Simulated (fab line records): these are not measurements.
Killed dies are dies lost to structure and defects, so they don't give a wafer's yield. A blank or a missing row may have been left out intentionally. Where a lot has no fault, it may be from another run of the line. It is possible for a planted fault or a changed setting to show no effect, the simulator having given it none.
Which tool is to blame?	flow rit_cmos	11 lots, 33 wafers sampled, at 4 steps of a route of 202

== WHAT EACH GAUGE READ, for each wafer ==
RIT_GATE_OVL_MEAS_17.
lot	measured	on	GATE_OVL (nm)
L898	day 2 12:35	overlay-02	0.4 -1.2 1.3
L899	day 2 17:28	overlay-01	1.3 2.9 1.3
L900	day 2 22:16	overlay-02	-0.5 0.8 -0.9
L901	day 3 03:53	overlay-01	1.0 0.5 1.5
L902	day 3 10:10	overlay-01	-0.2 0.4 1.0
L903	day 3 13:42	overlay-02	-1.0 -0.6 1.5
L904	day 3 18:00	overlay-02	2.4 1.8 1.1
L905	day 3 23:26	overlay-02	3.0 -0.2 0.9
L911	day 5 05:44	overlay-02	1.7 1.1 1.0
L918	day 6 16:10	overlay-02	4.7 2.7 1.6
L920	day 7 02:32	overlay-02	0.6 0.9 -0.2

RIT_SDANNEAL_RS_MEAS_06: measures by four-point-probe.
lot	measured	on	PLDD_RS (ohm/sq)
L898	day 3 02:40	film_metro-01	180.2 180.2 180.5
L899	day 3 06:55	film_metro-02	181.1 180.8 180.7
L900	day 3 11:31	film_metro-01	181.2 180.8 180.4
L901	day 3 16:35	film_metro-02	179.7 180.3 180.0
L902	day 3 22:59	film_metro-04	180.8 180.3 180.0
L903	day 4 03:27	film_metro-04	181.8 181.5 181.6
L904	day 4 07:58	film_metro-02	180.5 179.9 180.4
L905	day 4 12:18	film_metro-01	180.5 180.8 180.4
L911	day 5 18:29	film_metro-02	180.9 180.6 180.6
L918	day 7 06:05	film_metro-01	180.1 179.8 180.3
L920	day 7 15:54	film_metro-01	180.4 180.8 181.1

RIT_CONTACT_CD_MEAS_08 targets a cd of 1000 nm.
lot	measured	on	cd_nm (nm)
L898	day 3 04:43	cd_sem-02	999.4 1000.7 999.9
L899	day 3 08:50	cd_sem-02	1001.8 1000.6 1002.5
L900	day 3 13:29	cd_sem-01	1001.2 1002.7 1001.3
L901	day 3 18:32	cd_sem-01	999.8 1000.4 998.2
L902	day 4 00:57	cd_sem-01	1001.3 1000.6 1002.9
L903	day 4 05:18	cd_sem-01	1002.9 1003.8 1003.5
L904	day 4 09:49	cd_sem-01	1001.3 999.5 1000.7
L905	day 4 14:08	cd_sem-02	997.8 1000.5 998.5
L911	day 5 20:20	cd_sem-02	1001.1 1002.9 1004.4
L918	day 7 07:56	cd_sem-02	998.5 998.7 999.9
L920	day 7 17:44	cd_sem-01	1000.0 998.6 1001.1

== TOOL THAT RAN EACH LOT (tool first, then ch and the chambers of the sampled wafers, then the start) ==
lot	RIT_GATE_ETCH_19
L898	rie_si-02 ch 1,2,3, day 2 12:49
L899	rie_si-01 ch 0,3, day 2 17:38
L900	rie_si-02 ch 1,3, day 2 22:28
L901	rie_si-01 ch 0,1, day 3 04:04
L902	rie_si-02 ch 1,3, day 3 10:21
L903	rie_si-01 ch 0,1, day 3 13:53
L904	rie_si-02 ch 1,2,3, day 3 18:10
L905	rie_si-01 ch 0,2,3, day 3 23:37
L911	rie_si-01 ch 0,2,3, day 5 05:55
L918	rie_si-02 ch 0,1,3, day 6 16:21
L920	rie_si-02 ch 0,1, day 7 02:42
- RIT_GATE_ETCH_19: etches poly-Si in SF6/CHF3/O2, stops on SiO2, time 165 s, target depth 312.5 nm.

== WHAT THE TOOLS THEMSELVES READ (means of the sampled wafers that have a number; where no wafer has one, the mark that the record gives instead) ==
RIT_GATE_ETCH_19.
lot	tool	drypump_motor_current_A (A)	oes_product_au (a.u.)	run_length_s (s)	throttle_valve_pct (%)
L898	rie_si-02	5.7	0.846	193.2	10.08
L899	rie_si-01	5.7	0.851	193.3	10.32
L900	rie_si-02	5.3	0.842	193.1	10.11
L901	rie_si-01	5.8	0.856	193.0	10.13
L902	rie_si-02	5.3	0.839	193.3	10.11
L903	rie_si-01	5.8	0.850	192.9	10.29
L904	rie_si-02	5.7	0.851	193.4	10.08
L905	rie_si-01	5.5	0.847	193.3	10.15
L911	rie_si-01	5.5	0.808	208.7	10.15
L918	rie_si-02	5.2	0.847	193.3	10.09
L920	rie_si-02	5.1	0.860	193.0	10.18

== THE ANSWER, worked out from the rows above alone ==
Rule: what is usual is taken from the lots themselves. The widest of any qualifying gaps counts: lots, ordered by their means at a reading, are off when they make up no more than a third of the lots, leave a main group of 4 or more, and stand apart from it by 3 or more times the standard deviation of that group's means. Not used: any main group whose means are identical at the precision the tables above print for the reading. Also off: a lot with no number at a reading for which 4 or more lots have one. The other lots that the step has rows for count as sound. First the gauges in route order, then the tools' own readings, where a lot's mean is used as printed above. The first step at which some lot is off is used, and at that step the reading that is off furthest; a lot without a number counts as furthest.
Off, at RIT_GATE_ETCH_19 on run_length_s: L911. Main group: mean 193.2 s, sd 0.16.
A tool fits if, at that step or a process step before it, it ran every lot that is off, and no sound lot after the first of them. One fits: RIT_GATE_ETCH_19 on rie_si-01. A fault onset in the window from L905 (day 3 23:37, its last sound lot) to L911 (day 5 05:55, its first lot off) fits.
The tool's own readings at RIT_GATE_ETCH_19 bear it out: on the lots that are off they differ by more than 5 times the standard deviation of the sound lots' means. oes_product_au reads 0.808 a.u. there against 0.849 a.u. on the sound lots; run_length_s reads 208.7 s there against 193.2 s on the sound lots.

== WHAT THE SIMULATOR HAD INSERTED ==
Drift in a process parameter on rie_si-01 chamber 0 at RIT_GATE_ETCH_19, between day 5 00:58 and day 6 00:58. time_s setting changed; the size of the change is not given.
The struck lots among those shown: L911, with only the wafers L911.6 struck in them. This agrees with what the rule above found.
